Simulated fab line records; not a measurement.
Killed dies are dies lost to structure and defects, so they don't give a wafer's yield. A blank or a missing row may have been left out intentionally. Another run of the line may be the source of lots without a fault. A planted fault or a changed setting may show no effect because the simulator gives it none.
Split-lot trial	flow ritCmos	23 wafers read across 5 lots, on a route 202 steps long

## ABOUT THE SPLIT
At RIT_PWELL_COAT_01 (resist thk 1300 nm), the setting spinRpm was moved away from the recipe's 2000 rpm on 7 of the 23 wafers read, by +2.4% to +7.5%. The other wafers ran this setting at the recipe's value.

## FROM THE SPLIT TO THE READING: what the file shows between them, 3 steps
- RIT_PWELL_SOFTBAKE_02: time 60 s
- RIT_PWELL_EXPOSE_03: exposes mask M3, target cd 43700 nm
- RIT_PWELL_DEVELOP_05: develop time 68 s

## THE READING
NOVOLAK_of_PWELL_COAT_01.thkNm (the simulator's own value, which no gauge read), in nm, at RIT_PWELL_HARDBAKE_07 (time 120 s). The file does not state a usual value for it. Here, 16 wafers ran the recipe; their average is 1140 nm with a standard deviation of 3.4 nm.

wafer	tool, chamber at the split	spinRpm as run, rpm	against the recipe	NOVOLAK_of_PWELL_COAT_01.thkNm, nm	against lot-mates on the recipe
L074.1	lithoTrack-03, 0	2047	+2.4%	1131	-13
L074.2	lithoTrack-03, 0	2047	+2.4%	1136	-8
L074.3	lithoTrack-03, 0	2047	+2.4%	1127	-17
L074.5	lithoTrack-03, 0	2000	recipe	1143	-
L074.6	lithoTrack-03, 0	2000	recipe	1145	-
L076.1	lithoTrack-03, 0	2000	recipe	1138	-
L076.2	lithoTrack-03, 0	2000	recipe	1138	-
L076.6	lithoTrack-03, 0	2000	recipe	1140	-
L079.1	lithoTrack-04, 0	2000	recipe	1145	-
L079.2	lithoTrack-04, 0	2000	recipe	1143	-
L079.3	lithoTrack-04, 0	2000	recipe	1143	-
L079.4	lithoTrack-04, 0	2000	recipe	1144	-
L079.6	lithoTrack-04, 0	2000	recipe	1141	-
L080.2	lithoTrack-04, 0	2000	recipe	1137	-
L080.6	lithoTrack-04, 0	2000	recipe	1137	-
L080.3	lithoTrack-04, 0	2149	+7.5%	1099	-37
L080.4	lithoTrack-04, 0	2000	recipe	1133	-
L080.5	lithoTrack-04, 0	2149	+7.5%	1096	-40
L083.1	lithoTrack-04, 0	2000	recipe	1136	-
L083.2	lithoTrack-04, 0	2000	recipe	1138	-
L083.3	lithoTrack-04, 0	2070	+3.5%	1122	-16
L083.4	lithoTrack-04, 0	2070	+3.5%	1121	-17
L083.6	lithoTrack-04, 0	2000	recipe	1140	-

THE FIT
A straight line over all 23 wafers: NOVOLAK_of_PWELL_COAT_01.thkNm changes by -5.52 nm for each +1% of spinRpm; r = -0.96; the points scatter about the line by 3.7 nm.
The same after taking each lot's own level away (the mean of its wafers on the recipe; 23 wafers): -5.09 nm for each +1%; r = -0.99; scatter 2 nm.
On that fit, the largest move of spinRpm shifts the reading by 38 nm.
Measured against the standard deviation above, the lots' own levels, which go from 1135.7 to 1144.0 nm, span 2.4 times it.
So the lot-to-lot level changes the slope little: the two slopes agree.
Check: -38.6 nm against its lot-mates is what the line predicts for one of the wafers moved furthest among these (+7.5%) when that wafer is left out of the fit. Against them it came out at -36.7 nm.

## THESE WAFERS: OTHER SPLITS
Other splits were also applied to these wafers ahead of the reading. Each is held against what the fit with the lots' levels taken away leaves over:
other split on the same wafers	wafers away from the commonest value	r with NOVOLAK_of_PWELL_COAT_01.thkNm (lot level and that fit taken away)
RIT_ACTIVE_CVD_03 tempC	5	+0.00
RIT_ACTIVE_DEVELOP_10 devTempC	10	+0.06
RIT_NWELL_COAT_01 spinRpm	9	-0.32

## THE WHOLE CHAIN: every reading that the file lists as answering this split, in the file's order
step	what it does	reading	change (the file's fit)	r (the file's)
RIT_PWELL_COAT_01	resist thk 1300 nm	NOVOLAK_of_PWELL_COAT_01.thkNm (the simulator's own value, which no gauge read)	-5.9 nm for each +1% of the setting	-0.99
RIT_PWELL_HARDBAKE_07	time 120 s	NOVOLAK_of_PWELL_COAT_01.thkNm (the simulator's own value, which no gauge read)	-5.09 nm for each +1% of the setting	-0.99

## FILE'S OWN FIT
NOVOLAK_of_PWELL_COAT_01.thkNm changes by -5.09 nm for each +1% of spinRpm, r = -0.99.
